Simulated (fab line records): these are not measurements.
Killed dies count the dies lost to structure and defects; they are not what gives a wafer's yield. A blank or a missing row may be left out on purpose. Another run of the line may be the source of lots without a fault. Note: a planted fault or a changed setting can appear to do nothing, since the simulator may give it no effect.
One fault through the eyes of 2 desks || flow berkeley-cmos170 || what lay behind the numbers comes last; until then each desk has only its own

## FROM THE METROLOGY DESK
Lot by lot, what the gauges showed, no matter which tool ran the lot: averages of those sampled wafers that carry a number. If a lot's mean is further than 4 standard deviations from the usual mean, the lot is out of limits and carries the mark OUT (the distance appears in the brackets).
Columns: A = NSD_TW at UCB170_NSD_TW_MEAS_10, usual 4184; B = NSD_RS at UCB170_SDANNEAL_RS_MEAS_03, usual 37.28 ohm/sq
{"lot": "L929", "first seen here": "day 7 09:15", "A": 4197, "B": 37.28}
{"lot": "L928", "first seen here": "day 7 09:21", "A": 4210, "B": 37.25}
{"lot": "L933", "first seen here": "day 8 02:18", "A": 4224, "B": 37.31}
{"lot": "L932", "first seen here": "day 8 02:34", "A": 4204, "B": 37.32}
{"lot": "L936", "first seen here": "day 8 10:41", "A": 4206, "B": 37.29}
{"lot": "L934", "first seen here": "day 8 11:25", "A": 4240, "B": 37.23}
{"lot": "L938", "first seen here": "day 9 00:19", "A": 4136, "B": 37.26}
{"lot": "L939", "first seen here": "day 9 00:58", "A": 4204, "B": 37.28}
{"lot": "L942", "first seen here": "day 10 00:23", "A": 4150, "B": 37.25}
{"lot": "L941", "first seen here": "day 10 00:56", "A": "3991 (-4.5) OUT", "B": "45.49 (+99 or more) OUT"}
{"lot": "L944", "first seen here": "day 10 01:07", "A": 4067, "B": "45.39 (+99 or more) OUT"}
{"lot": "L948", "first seen here": "day 10 18:58", "A": "3992 (-4.5) OUT", "B": "45.62 (+99 or more) OUT"}
{"lot": "L947", "first seen here": "day 10 19:15", "A": 4122, "B": 37.27}
{"lot": "L950", "first seen here": "day 11 05:38", "A": 4147, "B": 37.36}
This desk reports L941, L944, L948 out of limits; the earliest was L941 at day 10 00:56 (NSD_TW at UCB170_NSD_TW_MEAS_10). Within limits: L929, L928, L933, L932, L936, L934, L938, L939, L942, L947, L950.

## DESK OF THE TOOL OWNER: implanter-02
The tool's own readings at UCB170_NSD_IMPLANT_08, given as means over the sampled wafers that have a number, one for each lot that went through this tool. If a lot's mean is further than 4 standard deviations from the usual mean, the lot is out of limits and carries the mark OUT (the distance appears in the brackets).
Columns: A = dose-ions-cm2 at UCB170_NSD_IMPLANT_08, usual 2.999e+15; B = end-station-pressure-torr at UCB170_NSD_IMPLANT_08, usual 1.26e-05 Torr; C = faraday-current-uA at UCB170_NSD_IMPLANT_08, usual 9232
{"lot": "L929", "first seen here": "day 7 08:58", "A": 2.998e+15, "B": 1.22e-05, "C": 9198}
{"lot": "L932", "first seen here": "day 8 02:19", "A": 3.002e+15, "B": 1.29e-05, "C": 9229}
{"lot": "L939", "first seen here": "day 9 00:45", "A": 2.994e+15, "B": 1.24e-05, "C": 9257}
{"lot": "L941", "first seen here": "day 10 00:42", "A": "2.094e+15 (-99 or more) OUT", "B": "1.02e-05 (-4.2) OUT", "C": "6536 (-15) OUT"}
{"lot": "L944", "first seen here": "day 10 00:52", "A": "2.097e+15 (-99 or more) OUT", "B": "1.02e-05 (-4.3) OUT", "C": "6454 (-15) OUT"}
{"lot": "L948", "first seen here": "day 10 18:43", "A": "2.098e+15 (-99 or more) OUT", "B": 1.06e-05, "C": "6602 (-15) OUT"}
This desk finds L941, L944, L948 out of limits, L941 being first, at day 10 00:42 (dose-ions-cm2 at UCB170_NSD_IMPLANT_08). Within limits: L929, L932, L939.

## BROUGHT TOGETHER
An alarm could have come from the tool owner's desk at day 10 00:42, on L941, L944, L948.
An alarm was possible from the metrology desk at day 10 00:56, on L941, L944, L948.
UCB170_NSD_IMPLANT_08 was run on implanter-02 by each of the lots named.

## WHAT HAD BEEN PUT IN BY THE SIMULATOR
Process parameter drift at UCB170_NSD_IMPLANT_08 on implanter-02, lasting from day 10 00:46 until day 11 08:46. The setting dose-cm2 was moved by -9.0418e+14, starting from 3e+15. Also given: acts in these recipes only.
Struck lots among those shown: L941, L944, L948.
